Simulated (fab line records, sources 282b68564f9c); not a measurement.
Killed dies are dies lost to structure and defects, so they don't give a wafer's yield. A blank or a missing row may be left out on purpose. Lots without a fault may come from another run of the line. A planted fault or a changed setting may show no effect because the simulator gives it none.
Which tool did it? | flow rit_cmos | 13 lots, 39 wafers sampled, at 2 steps of a route of 202

WHAT THE GAUGES READ, wafer by wafer
The record holds no reading of a measuring or inspecting step that can be judged against a usual standard deviation.

WHICH TOOL RAN EACH LOT (tool, then ch and the chambers of the sampled wafers, then the start)
lot  | RIT_NRETRO_EXPOSE_03               | RIT_M1_PROBE_99
L899 | iline_stepper-01 ch 0, day 2 04:58 | -
L902 | iline_stepper-02 ch 0, day 2 20:12 | -
L903 | iline_stepper-01 ch 0, day 3 01:13 | -
L905 | iline_stepper-02 ch 0, day 3 10:25 | -
L906 | iline_stepper-01 ch 0, day 3 16:07 | -
L910 | iline_stepper-02 ch 0, day 4 12:02 | prober-01, day 5 17:01
L913 | iline_stepper-01 ch 0, day 5 02:38 | prober-02, day 6 08:51
L914 | iline_stepper-01 ch 0, day 5 09:37 | prober-01, day 6 15:01
L915 | iline_stepper-01 ch 0, day 5 12:40 | prober-02, day 6 19:43
L916 | iline_stepper-01 ch 0, day 5 17:40 | -
L920 | iline_stepper-01 ch 0, day 6 16:30 | prober-01, day 7 21:45
L921 | iline_stepper-01 ch 0, day 6 20:40 | -
L922 | iline_stepper-01 ch 0, day 7 01:57 | prober-01, day 8 06:23
- RIT_NRETRO_EXPOSE_03: exposes mask M4, target cd 43900 nm.
- RIT_M1_PROBE_99

WHAT THE TOOLS THEMSELVES READ (means of the sampled wafers that have a number; where no wafer has one, the mark that the record gives instead)
RIT_NRETRO_EXPOSE_03. Usual: exposure_dose_mJ_cm2 249.99, standard deviation 0.28.
lot  | tool             | exposure_dose_mJ_cm2 | flag
L899 | iline_stepper-01 | 250.06               |
L902 | iline_stepper-02 | 250.31               |
L903 | iline_stepper-01 | 250.05               |
L905 | iline_stepper-02 | 250.08               |
L906 | iline_stepper-01 | 249.82               |
L910 | iline_stepper-02 | 249.77               |
L913 | iline_stepper-01 | 250.16               |
L914 | iline_stepper-01 | 249.73               |
L915 | iline_stepper-01 | 250.07               |
L916 | iline_stepper-01 | 249.93               |
L920 | iline_stepper-01 | 249.87               |
L921 | iline_stepper-01 | 250.18               |
L922 | iline_stepper-01 | 250.38               |

RIT_M1_PROBE_99. Usual: killed_at_M0_to_M3 0.0, standard deviation 0.16; killed_at_contacts 0.1, standard deviation 0.25; killed_at_front_end 7, standard deviation 3.1; killed_dies 7, standard deviation 3.1; killed_open 3.6, standard deviation 2; killed_short 3.5, standard deviation 2.
lot  | tool      | killed_at_M0_to_M3 | killed_at_contacts | killed_at_front_end | killed_dies | killed_open | killed_short | flag
L910 | prober-01 | 0.3                | 0.0                | 8                   | 8           | 3.3         | 5.0          |
L913 | prober-02 | 0.0                | 0.0                | 7                   | 7           | 2.3         | 4.7          |
L914 | prober-01 | 0.0                | 0.0                | 11                  | 11          | 6.0         | 4.7          |
L915 | prober-02 | 0.0                | 0.0                | 5                   | 5           | 3.7         | 1.3          |
L920 | prober-01 | 0.0                | 0.0                | 9                   | 9           | 4.3         | 4.7          |
L922 | prober-01 | 0.0                | 0.0                | 6                   | 6           | 3.3         | 2.7          |

THE ANSWER, worked out from the rows above alone
Rule: a lot is off if the mean of its wafers that have a number lies more than 3 standard deviations from the usual mean. A lot without any number at a reading at which 4 lots or more have one is off too. The other lots that the step has rows for count as sound. The gauges are gone through in route order, then the tools' own readings, and for those a lot's mean is taken as printed above. The first step at which some lot is off is used, and at that step the reading that is off furthest; a lot without a number counts as furthest.
No lot is off at any reading shown: from this, nothing can be told.

WHAT THE SIMULATOR HAD PUT IN
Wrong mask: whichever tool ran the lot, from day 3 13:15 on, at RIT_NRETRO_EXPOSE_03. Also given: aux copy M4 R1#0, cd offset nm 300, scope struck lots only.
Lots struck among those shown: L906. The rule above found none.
